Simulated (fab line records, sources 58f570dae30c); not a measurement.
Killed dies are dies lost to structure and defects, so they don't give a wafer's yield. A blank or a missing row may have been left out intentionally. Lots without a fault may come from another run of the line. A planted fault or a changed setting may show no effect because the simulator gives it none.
Problem report, 8D (eight disciplines) form, completed by code | flow berkeley_cmos170 | the parts of the form that need people (team, actions taken, sign-off) are left out

== 1. WHAT IS WRONG ==
Mean of spin_speed_rpm at UCB170_M2_COAT_10: 1544.8 rpm across 6 wafers in 2 lots; on wafers with no fault it is 1500.0 rpm (standard deviation 0.96). Measured from the usual mean, that is +47 standard deviations.
The step: resist thk 900 nm.
Seen first at day 11 11:00 on litho_track-04, wafer L144.1. At this step, 42 wafers from 14 lots have a number in the record. Rule for "out", or "out of limits": more than 4 standard deviations from the usual mean. All remaining wafers that have a number are taken as sound.

== 2. WHAT IT IS; WHAT IT IS NOT ==
question                    | is                     | is not
which readings at this step | spin_speed_rpm         | -
which lots                  | L144, L148             | L132, L133, L134, L135, L136, L137, L140, L142, L146, L150, L153, L155
which wafers of those lots  | all that have a number | -
read on which tools         | litho_track-04         | litho_track-02, litho_track-03
when                        | from day 11 11:00      | up to then (27 sound wafers); but 9 sound wafers of L150, L153, L155 came after

== 3. SUSPECTS, AND WHAT RULES EACH OUT ==
Counting: a tool at any process step up to the reading remains a suspect when it ran all the lots that are out and ran no sound lot after the first of those.
- litho_track-04 at UCB170_M2_COAT_10 (resist thk 900 nm): kept. All lots that are out passed through it, beginning with L144 at day 11 11:00, and no sound lot followed; its final sound lot before that point was L137 at day 10 00:00. Its own spin_speed_rpm readings are out on those wafers.
The count leaves litho_track-04 at UCB170_M2_COAT_10.

== 4. THE CAUSE (what the simulator had put in) ==
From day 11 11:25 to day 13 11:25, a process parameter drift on litho_track-04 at UCB170_M2_COAT_10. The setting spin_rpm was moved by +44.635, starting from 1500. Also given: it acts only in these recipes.
After counting, this tool was the only one left.

== 5. THE CHAIN OF EFFECTS, in route order ==
Rows list readings where the struck wafers' mean (over those with a number) sits beyond 3 standard deviations from the usual. Only readings for which the record gives a usual standard deviation are gone through. hours: the time from each lot's start at the first step in this table that gives one to its start at this step, as a median over the lots. sigmas: the change in usual standard deviations.
hours | step              | reading        | usual      | on struck wafers | change | sigmas
0     | UCB170_M2_COAT_10 | spin_speed_rpm | 1500.0 rpm | 1544.8           | +44.8  | +47
Process steps it contains:
- UCB170_M2_COAT_10: resist thk 900 nm.

== 6. WHAT WOULD HAVE CAUGHT IT SOONER ==
In this record the first reading out of limits was taken at day 11 11:00.
